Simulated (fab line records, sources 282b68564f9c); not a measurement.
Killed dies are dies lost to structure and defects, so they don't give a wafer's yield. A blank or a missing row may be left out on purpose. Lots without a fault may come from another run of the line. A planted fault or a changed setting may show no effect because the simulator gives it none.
A struck lot beside a sound one | flow rit_cmos | 17 steps out of a route of 202
Sound: wafers L459.1, L459.3, L459.6. Struck: wafers L476.3, L476.4, L476.6. The cause comes at the end.
At each step with rows: each side's tool, then ch and its chambers, then its first start. Under that, the readings that differ: sound wafers | struck wafers | difference of the means | sigmas: that difference in standard deviations of wafers without a fault.
alike: readings whose means differ by less than 2 such deviations, and words and numbers that are the same on both sides. not compared: withheld readings, readings that some wafer has no value for, bounds like >300 that may hide the same value, and numbers for which the record gives no deviation and whose values overlap.
The two part at a step that has a row with sigmas, a row that says differs or no value, or rows on one side only. Numbers that don't overlap but have no deviation are shown without sigmas and don't part them. A reading that every wafer of one side lacks parts them only if that side has two wafers or more.

first, 1 step without rows for these wafers: RIT_PRETRO_DEVELOP_05 (develop time 68 s).
RIT_PRETRO_OVL_MEAS_06:
  sound on overlay-01, day 2 18:12; struck on overlay-01, day 6 02:08
  alike: PRETRO_OVL
then, 2 steps without rows for these wafers: RIT_PRETRO_HARDBAKE_07 (time 120 s); RIT_PRETRO_IMPLANT_08.
RIT_PRETRO_STRIP_09: strips in O2, time 180 s.
  sound on plasma_asher-02 ch 0,1, day 2 18:38; struck on plasma_asher-04 ch 0,1, day 6 02:37
  alike: drypump_motor_current_A
  not compared: rf_hours_counter_h
RIT_PRETRO_TW_MEAS_10:
  sound on film_metro-01, day 2 18:49; struck on film_metro-04, day 6 02:45
  alike: PRETRO_TW
then, 5 steps without rows for these wafers: RIT_GATE_WET_ETCH_00 (etches SiO2 in BOE, target depth 56 nm, time 60 s); RIT_GATE_CLEAN_01 (cleans in SC1, time 600 s); RIT_GATE_CLEAN_02 (cleans in dHF, time 30 s); RIT_GATE_CLEAN_03 (cleans in SC2, time 600 s); RIT_GATE_CLEAN_04 (cleans in dHF, time 60 s).
RIT_FOX2_THK_MEAS_91:
  sound on film_metro-02, day 2 19:28; struck on film_metro-04, day 6 03:30
  reading                     | sound       | struck      | difference | sigmas
  FIELD_OXIDE_LEFT_2_THK (nm) | 263 265 261 | 249 252 245 | -14        | -2
RIT_GATE_OXIDATION_05: target thk 3 nm, ox time 270 s.
  sound on furnace-04 ch 0, day 2 19:35; struck on furnace-01 ch 0, day 6 04:54
  reading                                     | sound            | struck            | difference | sigmas
  model.SiO2_of_GATE_OXIDATION_05.thk_nm (nm) | 3.02 2.967 2.932 | 3.404 3.342 3.405 | +0.411     |
  alike: ox_temp_c_max, tube_center_temp_C
then, 1 step without rows for these wafers: RIT_GATE_ANNEAL_06 (time 600 s).
RIT_GATE_THK_MEAS_07:
  sound on film_metro-03, day 2 21:36; struck on film_metro-04, day 6 10:07
  reading             | sound          | struck         | difference | sigmas
  GATE_OXIDE_THK (nm) | 3.01 2.96 2.91 | 3.42 3.37 3.39 | +0.43      | +8
then, 1 step without rows for these wafers: RIT_GATE_CVD_08 (deposits poly-Si from SiH4, target thk 250 nm, time 2220 s).
RIT_M1_PROBE_99:
  sound on prober-02, day 3 21:41; struck on prober-01, day 7 11:32
  reading                             | sound             | struck            | difference | sigmas
  model.etest.pmos_0p3.r_on_ohm_um    | 6274 6165 6163    | 6819 6623 6874    | +571       |
  model.etest.nmos_0p3.r_on_ohm_um    | 2145 2112 2107    | 2361 2266 2375    | +213       |
  model.etest.nmos_0p15.drive_ua_um   | 475.3 485.7 479.3 | 455.7 463.5 454.2 | -22.3      |
  model.etest.nmos_narrow.drive_ua_um | 220.4 219.2 226.2 | 196.2 198.3 195.9 | -25.1      |
  model.etest.nmos_0p3.drive_ua_um    | 227.8 228.8 233.2 | 193.9 197.8 194.7 | -34.5      |
  model.etest.pmos_0p15.drive_ua_um   | 260.2 265.6 260.2 | 248.3 257.2 249.1 | -10.5      |
  alike: killed_at_contacts, killed_at_front_end, killed_dies, killed_open, killed_short
  not compared: model.etest.pmos_turned.r_on_ohm_um, model.etest.pmos_0p15.r_on_ohm_um

WHERE THEY PART
First at RIT_FOX2_THK_MEAS_91; last, within this record, at RIT_GATE_THK_MEAS_07. Later steps at which nothing parts them and some readings are alike: RIT_M1_PROBE_99.

WHY: what the simulator had put in
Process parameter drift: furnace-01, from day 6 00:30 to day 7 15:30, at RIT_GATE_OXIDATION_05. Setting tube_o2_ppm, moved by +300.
